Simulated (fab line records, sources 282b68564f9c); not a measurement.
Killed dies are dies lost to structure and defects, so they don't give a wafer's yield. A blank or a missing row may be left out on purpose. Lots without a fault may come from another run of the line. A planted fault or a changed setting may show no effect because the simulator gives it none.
Which tool did it? | flow rit_cmos | 13 lots, 39 wafers sampled, at 5 steps of a route of 202

WHAT THE GAUGES READ, wafer by wafer
RIT_PSD_OVL_MEAS_06. Usual: PSD_OVL -0.2 nm, standard deviation 1.3.
lot  | measured    | on         | PSD_OVL (nm)   | flag
L162 | day 3 11:19 | overlay-01 | 0.5 -0.1 1.4   |
L164 | day 3 23:49 | overlay-01 | -0.9 -0.2 0.2  |
L165 | day 4 03:47 | overlay-02 | -1.5 -0.5 -0.5 |
L167 | day 4 08:49 | overlay-02 | -1.5 -1.0 -2.1 |
L168 | day 4 16:30 | overlay-02 | 0.5 1.3 0.8    |
L169 | day 4 22:37 | overlay-01 | -3.1 -2.2 -1.4 |
L170 | day 5 02:51 | overlay-02 | -2.5 -2.1 -3.0 |
L171 | day 5 07:04 | overlay-02 | 0.4 0.8 -0.3   |
L176 | day 6 05:44 | overlay-02 | 0.4 2.7 2.0    |
L178 | day 6 16:08 | overlay-02 | -1.1 -2.6 -1.6 |
L180 | day 7 00:43 | overlay-02 | 0.0 0.3 0.2    |
L184 | day 7 19:44 | overlay-02 | -0.6 0.2 -0.9  |
L185 | day 8 02:58 | overlay-02 | -0.9 0.1 0.2   |

RIT_M1_RS_MEAS_01: measures by four-point-probe. Usual: M1_AL_RS 0.0740 ohm/sq, standard deviation 0.00078.
lot  | measured    | on            | M1_AL_RS (ohm/sq)    | flag
L162 | day 3 16:19 | film_metro-02 | 0.0736 0.0739 0.0734 |
L164 | day 4 04:43 | film_metro-03 | 0.0733 0.0738 0.0742 |
L165 | day 4 08:35 | film_metro-03 | 0.0743 0.0742 0.0744 |
L167 | day 4 13:35 | film_metro-03 | 0.0748 0.0740 0.0749 |
L168 | day 4 21:08 | film_metro-04 | 0.0743 0.0734 0.0747 |
L169 | day 5 03:26 | film_metro-02 | 0.0730 0.0731 0.0734 |
L170 | day 5 07:33 | film_metro-03 | 0.0731 0.0726 0.0735 |
L171 | day 5 11:51 | film_metro-04 | 0.1213 0.0748 0.0742 | OFF
L176 | day 6 10:28 | film_metro-02 | 0.0733 0.0727 0.0731 |
L178 | day 6 20:59 | film_metro-04 | 0.0727 0.0739 0.0733 |
L180 | day 7 05:25 | film_metro-03 | 0.0736 0.0721 0.0725 |
L184 | day 8 00:23 | film_metro-02 | 0.0734 0.0732 0.0729 |
L185 | day 8 07:48 | film_metro-02 | 0.0738 0.0728 0.0733 |

RIT_M1_THK_MEAS_02: measures by xrf. Usual: M1_AL_THK 398 nm, standard deviation 4.3.
lot  | measured    | on            | M1_AL_THK (nm) | flag
L162 | day 3 16:25 | film_metro-02 | 398 395 399    |
L164 | day 4 04:50 | film_metro-03 | 401 398 400    |
L165 | day 4 08:42 | film_metro-03 | 398 399 398    |
L167 | day 4 13:43 | film_metro-03 | 394 399 395    |
L168 | day 4 21:16 | film_metro-04 | 394 398 392    |
L169 | day 5 03:33 | film_metro-02 | 400 403 400    |
L170 | day 5 07:40 | film_metro-03 | 401 408 399    |
L171 | day 5 11:58 | film_metro-04 | 248 395 397    | OFF
L176 | day 6 10:35 | film_metro-02 | 402 403 402    |
L178 | day 6 21:07 | film_metro-04 | 406 400 403    |
L180 | day 7 05:31 | film_metro-03 | 402 408 407    |
L184 | day 8 00:31 | film_metro-02 | 400 400 403    |
L185 | day 8 07:55 | film_metro-02 | 395 403 402    |

WHICH TOOL RAN EACH LOT (tool, then ch and the chambers of the sampled wafers, then the start)
lot  | RIT_GATE_STRIP_20                   | RIT_M1_SPUTTER_00
L162 | plasma_asher-01 ch 0,1, day 2 22:14 | pvd_sputter-02, day 3 16:00
L164 | plasma_asher-01 ch 0,1, day 3 10:22 | pvd_sputter-04, day 4 04:24
L165 | plasma_asher-01 ch 0,1, day 3 16:10 | pvd_sputter-02, day 4 08:17
L167 | plasma_asher-01 ch 0,1, day 3 19:38 | pvd_sputter-02, day 4 13:18
L168 | plasma_asher-02 ch 0,1, day 4 03:26 | pvd_sputter-01, day 4 20:51
L169 | plasma_asher-01 ch 0,1, day 4 10:59 | pvd_sputter-04, day 5 03:08
L170 | plasma_asher-02 ch 0, day 4 15:25   | pvd_sputter-01, day 5 07:16
L171 | plasma_asher-01 ch 0,1, day 4 16:56 | pvd_sputter-04, day 5 11:33
L176 | plasma_asher-01 ch 0,1, day 5 17:55 | pvd_sputter-01, day 6 10:10
L178 | plasma_asher-04 ch 0,1, day 6 04:43 | pvd_sputter-02, day 6 20:41
L180 | plasma_asher-04 ch 0,1, day 6 10:30 | pvd_sputter-01, day 7 05:04
L184 | plasma_asher-02 ch 0,1, day 7 08:22 | pvd_sputter-01, day 8 00:05
L185 | plasma_asher-02 ch 0,1, day 7 12:00 | pvd_sputter-04, day 8 07:29
- RIT_GATE_STRIP_20: strips in O2, time 180 s.
- RIT_M1_SPUTTER_00: material Al, target thk 400 nm, time 500 s.

WHAT THE TOOLS THEMSELVES READ (means of the sampled wafers that have a number; where no wafer has one, the mark that the record gives instead)
RIT_GATE_STRIP_20. Usual: drypump_motor_current_A 5.9 A, standard deviation 0.51.
lot  | tool            | drypump_motor_current_A (A) | flag
L162 | plasma_asher-01 | 5.5                         |
L164 | plasma_asher-01 | 5.5                         |
L165 | plasma_asher-01 | 5.9                         |
L167 | plasma_asher-01 | 5.5                         |
L168 | plasma_asher-02 | 6.4                         |
L169 | plasma_asher-01 | 5.5                         |
L170 | plasma_asher-02 | 6.4                         |
L171 | plasma_asher-01 | 5.9                         |
L176 | plasma_asher-01 | 5.5                         |
L178 | plasma_asher-04 | 5.8                         |
L180 | plasma_asher-04 | 5.8                         |
L184 | plasma_asher-02 | 6.5                         |
L185 | plasma_asher-02 | 6.5                         |

RIT_M1_SPUTTER_00. Usual: cathode_dc_power_W 2000.0 W, standard deviation 0.34; throttle_valve_pct 30.1 %, standard deviation 1.2.
lot  | tool           | cathode_dc_power_W (W) | throttle_valve_pct (%) | flag
L162 | pvd_sputter-02 | 1999.8                 | 31.4                   |
L164 | pvd_sputter-04 | 1999.9                 | 30.7                   |
L165 | pvd_sputter-02 | 2000.1                 | 29.5                   |
L167 | pvd_sputter-02 | 2000.0                 | 30.9                   |
L168 | pvd_sputter-01 | 1999.8                 | 30.3                   |
L169 | pvd_sputter-04 | 2000.3                 | 30.4                   |
L170 | pvd_sputter-01 | 1999.9                 | 30.0                   |
L171 | pvd_sputter-04 | 1752.8                 | 29.7                   | OFF
L176 | pvd_sputter-01 | 2000.1                 | 29.4                   |
L178 | pvd_sputter-02 | 2000.1                 | 30.9                   |
L180 | pvd_sputter-01 | 2000.1                 | 30.0                   |
L184 | pvd_sputter-01 | 2000.6                 | 30.1                   |
L185 | pvd_sputter-04 | 2000.1                 | 29.9                   |

THE ANSWER, worked out from the rows above alone
Rule: a lot is off if the mean of its wafers that have a number lies more than 3 standard deviations from the usual mean. A lot without any number at a reading at which 4 lots or more have one is off too. The other lots that the step has rows for count as sound. The gauges are gone through in route order, then the tools' own readings, and for those a lot's mean is taken as printed above. The first step at which some lot is off is used, and at that step the reading that is off furthest; a lot without a number counts as furthest.
Off: L171, at RIT_M1_RS_MEAS_01 (M1_AL_RS).
A tool fits if, at a process step before that reading, it ran every lot that is off, and no sound lot after the first of them. The gauges at RIT_M1_RS_MEAS_01 aren't tried: what is off there is off at RIT_M1_SPUTTER_00 too, on other tools, and a gauge's error can't cause that. None of those tried fits.

WHAT THE SIMULATOR HAD PUT IN
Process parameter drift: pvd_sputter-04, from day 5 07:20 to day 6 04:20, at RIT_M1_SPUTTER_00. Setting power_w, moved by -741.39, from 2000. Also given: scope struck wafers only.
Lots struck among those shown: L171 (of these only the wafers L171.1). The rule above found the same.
